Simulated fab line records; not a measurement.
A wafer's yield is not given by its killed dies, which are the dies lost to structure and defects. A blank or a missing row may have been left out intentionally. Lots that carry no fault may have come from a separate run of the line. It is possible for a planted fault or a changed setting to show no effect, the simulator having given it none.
Comparing a struck lot with a sound one    flow ritCmos    43 steps out of a route of 202
Sound: the wafers L391.2, L391.3, L391.6. Wafers struck: L396.2, L396.5, L396.6. The cause is named last.
For every step that has rows: the tool of each side, followed by ch and its chambers, followed by its first start. Under that, the readings that differ: sound wafers    struck wafers    difference of the means    sigmas: that difference in standard deviations of wafers without a fault.
alike: a reading whose means differ by less than 2 such deviations, as well as words and numbers matching on both sides. not compared: withheld readings; readings where some wafer has no value; bounds like >300 that might hide an equal value; numbers whose values overlap and for which the record gives no deviation.
The two part at a step that has a row with sigmas, a row that says differs or no value, or rows on one side only. Numbers that don't overlap but have no deviation are shown without sigmas and don't part them. A reading missing from all wafers of one side parts the sides only when that side holds two or more wafers.

first, 2 steps without rows for these wafers: RIT_REOX_CLEAN_02 (cleans in SC2, time 600 s); RIT_REOX_OXIDATION_03 (target thk 25.2 nm, ox time 5580 s).
RIT_REOX_THK_MEAS_04:
  sound on filmMetro-03, day 3 18:25; struck on filmMetro-01, day 4 20:45
reading              sound           struck          difference  sigmas
REOX_OXIDE_THK (nm)  25.4 25.6 25.9  24.4 24.7 24.8  -1.0        -3
then, 6 steps without rows for these wafers: RIT_NLDD_HMDS_00 (prime time 60 s); RIT_NLDD_COAT_01 (resist thk 1000 nm); RIT_NLDD_SOFTBAKE_02 (time 60 s); RIT_NLDD_EXPOSE_03 (exposes mask M7, target cd 40700 nm); RIT_NLDD_PEB_04; RIT_NLDD_DEVELOP_05 (develop time 50 s).
RIT_NLDD_OVL_MEAS_06:
  sound on overlay-02, day 3 19:19; struck on overlay-02, day 4 21:47
  alike: NLDD_OVL
then, 2 steps without rows for these wafers: RIT_NLDD_HARDBAKE_07 (time 60 s); RIT_NLDD_IMPLANT_08.
RIT_NLDD_STRIP_09: strips in O2, time 180 s.
  sound on plasmaAsher-03 ch 0,1, day 3 19:39; struck on plasmaAsher-04 ch 0,1, day 4 22:07
  alike: drypumpMotorCurrentA
  not compared: rfHoursCounterH
RIT_NLDD_TW_MEAS_10:
  sound on filmMetro-02, day 3 19:50; struck on filmMetro-02, day 4 22:18
  alike: NLDD_TW
then, 6 steps without rows for these wafers: RIT_PLDD_HMDS_00 (prime time 60 s); RIT_PLDD_COAT_01 (resist thk 1000 nm); RIT_PLDD_SOFTBAKE_02 (time 60 s); RIT_PLDD_EXPOSE_03 (exposes mask M8, target cd 40900 nm); RIT_PLDD_PEB_04; RIT_PLDD_DEVELOP_05 (develop time 50 s).
RIT_PLDD_OVL_MEAS_06:
  sound on overlay-02, day 3 20:44; struck on overlay-01, day 4 23:24
  alike: PLDD_OVL
then, 2 steps without rows for these wafers: RIT_PLDD_HARDBAKE_07 (time 60 s); RIT_PLDD_IMPLANT_08.
RIT_PLDD_STRIP_09: strips in O2, time 180 s.
  sound on plasmaAsher-02 ch 1, day 3 21:04; struck on plasmaAsher-03 ch 0,1, day 4 23:44
  alike: drypumpMotorCurrentA
  not compared: rfHoursCounterH
RIT_PLDD_TW_MEAS_10:
  sound on filmMetro-04, day 3 21:16; struck on filmMetro-03, day 4 23:55
reading  sound           struck          difference  sigmas
PLDD_TW  2329 2343 2334  2400 2393 2398  +62         +3
then, 4 steps without rows for these wafers: RIT_SPACER_CLEAN_00 (cleans in SC1, time 600 s); RIT_SPACER_CLEAN_01 (cleans in dHF, time 30 s); RIT_SPACER_CLEAN_02 (cleans in SC2, time 600 s); RIT_SPACER_CVD_03 (deposits Si3N4 from SiH2Cl2/NH3, target thk 250 nm, time 3300 s).
RIT_SPACER_THK_MEAS_04:
  sound on filmMetro-02, day 3 23:36; struck on filmMetro-04, day 5 02:16
  alike: SPACER_NITRIDE_THK
RIT_SPACER_ETCHBACK_05: etches Si3N4 in SF6/CHF3, stops on SiO2, target depth 250 nm, time 240 s.
  sound on rieDiel-02 ch 0,1, day 3 23:39; struck on rieDiel-04 ch 0,1, day 5 02:19
  alike: drypumpMotorCurrentA, oesProductAu, throttleValvePct
  not compared: rfHoursCounterH
then, 6 steps without rows for these wafers: RIT_NSD_HMDS_00 (prime time 60 s); RIT_NSD_COAT_01 (resist thk 1000 nm); RIT_NSD_SOFTBAKE_02 (time 60 s); RIT_NSD_EXPOSE_03 (exposes mask M9, target cd 40700 nm); RIT_NSD_PEB_04; RIT_NSD_DEVELOP_05 (develop time 50 s).
RIT_NSD_OVL_MEAS_06:
  sound on overlay-02, day 4 00:40; struck on overlay-01, day 5 03:30
  alike: NSD_OVL
then, 2 steps without rows for these wafers: RIT_NSD_HARDBAKE_07 (time 60 s); RIT_NSD_IMPLANT_08.
RIT_NSD_STRIP_09: strips in O2, time 180 s.
  sound on plasmaAsher-02 ch 0,1, day 4 01:01; struck on plasmaAsher-02 ch 0,1, day 5 03:50
  alike: drypumpMotorCurrentA
  not compared: rfHoursCounterH
RIT_NSD_TW_MEAS_10:
  sound on filmMetro-02, day 4 01:12; struck on filmMetro-03, day 5 04:01
  alike: NSD_TW
RIT_M1_PROBE_99:
  sound on prober-02, day 4 10:42; struck on prober-01, day 5 13:19
reading           sound  struck                                                                   difference                    sigmas
hold              - - -  awaitDispo/2.6h/release awaitDispo/2.6h/release awaitDispo/2.6h/release  no value on the sound wafers  
killedAtFrontEnd  6 6 5  38 38 22                                                                 +27                           +10
killedDies        6 6 5  38 38 22                                                                 +27                           +10
killedOnRim       0 1 1  11 6 9                                                                   +8                            +6
  alike: killed_at_M0_to_M3, killedOpen, killedShort

WHERE THEY PART
Earliest at RIT_REOX_THK_MEAS_04; latest, in this record, at RIT_M1_PROBE_99.

WHY: whatever the simulator had introduced
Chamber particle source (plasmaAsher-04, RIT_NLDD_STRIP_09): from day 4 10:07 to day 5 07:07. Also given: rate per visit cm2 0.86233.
